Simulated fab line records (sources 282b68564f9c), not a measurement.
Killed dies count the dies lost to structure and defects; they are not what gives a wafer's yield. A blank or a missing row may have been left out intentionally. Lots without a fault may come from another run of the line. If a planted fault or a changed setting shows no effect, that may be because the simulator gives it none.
Struck lot and sound lot, side by side ; flow rit-cmos ; 18 steps out of a route of 202
Sound: these wafers, L953.1, L953.4, L953.5. Struck: wafers L964.3, L964.5 (left out: L964.1, a lot-mate that was not struck); the cause follows at the end.
Order at every step that has rows: each side's tool, ch and its chambers, its first start. Under that, the readings that differ: sound wafers ; struck wafers ; difference of the means ; sigmas: that difference in standard deviations of wafers without a fault.
alike: readings with means less than 2 such deviations apart, plus words and numbers identical on both sides. not compared: withheld readings, readings lacking a value on some wafer, bounds such as >300 that could conceal the same value, and numbers that have no deviation in the record and whose values overlap.
A row with sigmas, a row that says differs or no value, or rows on one side alone: a step with any of these is where the two part. Numbers that don't overlap but have no deviation are shown without sigmas and don't part them. A reading missing from all wafers of one side parts the sides only when that side holds two or more wafers.

RIT_M1_SPUTTER_00: material Al, target thk 400 nm, time 500 s.
  sound: pvd-sputter-04 at day 4 11:41; struck: pvd-sputter-03 at day 6 20:21
  alike: cathode-dc-power-W, substrate-temp-c, throttle-valve-pct
RIT_M1_RS_MEAS_01: measures by four-point-probe.
  sound: film-metro-04 at day 4 11:59; struck: film-metro-02 at day 6 20:38
  alike: M1_AL_RS
RIT_M1_THK_MEAS_02: measures by xrf.
  sound: film-metro-04 at day 4 12:06; struck: film-metro-02 at day 6 20:46
  alike: M1_AL_THK
then, 6 steps without rows for these wafers: RIT_M1_HMDS_03 (prime time 60 s); RIT_M1_COAT_04 (resist thk 1300 nm); RIT_M1_SOFTBAKE_05 (time 60 s); RIT_M1_EXPOSE_06 (exposes mask M12, target cd 2600 nm); RIT_M1_PEB_07; RIT_M1_DEVELOP_08 (develop time 68 s).
RIT_M1_CD_MEAS_09: the cd target is 2600 nm.
  sound: cd-sem-01 at day 4 13:02; struck: cd-sem-01 at day 6 21:46
reading;sound;struck;difference;sigmas
cd-nm (nm);2599.8 2601.6 2603.2;2596.8 2597.6;-4.3;-2
RIT_M1_OVL_MEAS_10:
  sound: overlay-01 at day 4 13:10; struck: overlay-01 at day 6 21:53
  alike: M1_OVL
then, 1 step without rows for these wafers: RIT_M1_HARDBAKE_11 (time 120 s).
RIT_M1_METAL_ETCH_12: etches Al in Cl2/BCl3, stops on SiO2, time 165 s, target depth 600 nm.
  sound on rie-metal-04 ch 1, day 4 13:26; struck on rie-metal-04 ch 0, day 6 22:11
reading;sound;struck;difference;sigmas
rf-fwd-power-W (W);249.5 248.9 248.3;279.4 277.5;+29.5;+40
model.NOVOLAK_of_M1_COAT_04.thk-nm (nm);811.2 816.2 809.8;769.7 761.8;-46.6;
  alike: drypump-motor-current-A, oes-product-au, throttle-valve-pct
  not compared: rf-hours-counter-h
then, 1 step without rows for these wafers: RIT_M1_STRIP_13 (strips in nmp, time 600 s).
RIT_M1_STRIP_14: strips in O2, time 180 s.
  sound on plasma-asher-02 ch 0,1, day 4 13:50; struck on plasma-asher-02 ch 1, day 6 22:34
  alike: drypump-motor-current-A
  not compared: rf-hours-counter-h
RIT_M1_CD_MEAS_90: the cd target is 2600 nm.
  sound: cd-sem-01 at day 4 14:01; struck: cd-sem-01 at day 6 22:44
reading;sound;struck;difference;sigmas
cd-nm (nm);2600.9 2603.7 2604.8;2589.3 2591.2;-12.9;-5
then, 1 step without rows for these wafers: RIT_M1_ANNEAL_15 (time 1800 s).
RIT_M1_PROBE_99:
  sound: prober-01 at day 4 17:00; struck: prober-02 at day 7 00:34
reading;sound;struck;difference;sigmas
model.etest.antenna-m1.vt-shift-v (V);-0.01146 -0.008062 -0.006602;-0.02108 -0.01809;-0.01088;
  alike: defect-limited-yield, killed-at-contacts, killed-at-front-end, killed-dies, killed-open, killed-short, sort_bin_3_pad_short, sort_bin_5_function, sort_bin_6_memory, sort-n-pass, sort-yield-pct

WHERE THEY PART
Last at RIT_M1_CD_MEAS_90 as far as this record goes, first at RIT_M1_CD_MEAS_09. Later steps at which nothing parts them and some readings are alike: RIT_M1_PROBE_99.

WHY: the cause the simulator had injected
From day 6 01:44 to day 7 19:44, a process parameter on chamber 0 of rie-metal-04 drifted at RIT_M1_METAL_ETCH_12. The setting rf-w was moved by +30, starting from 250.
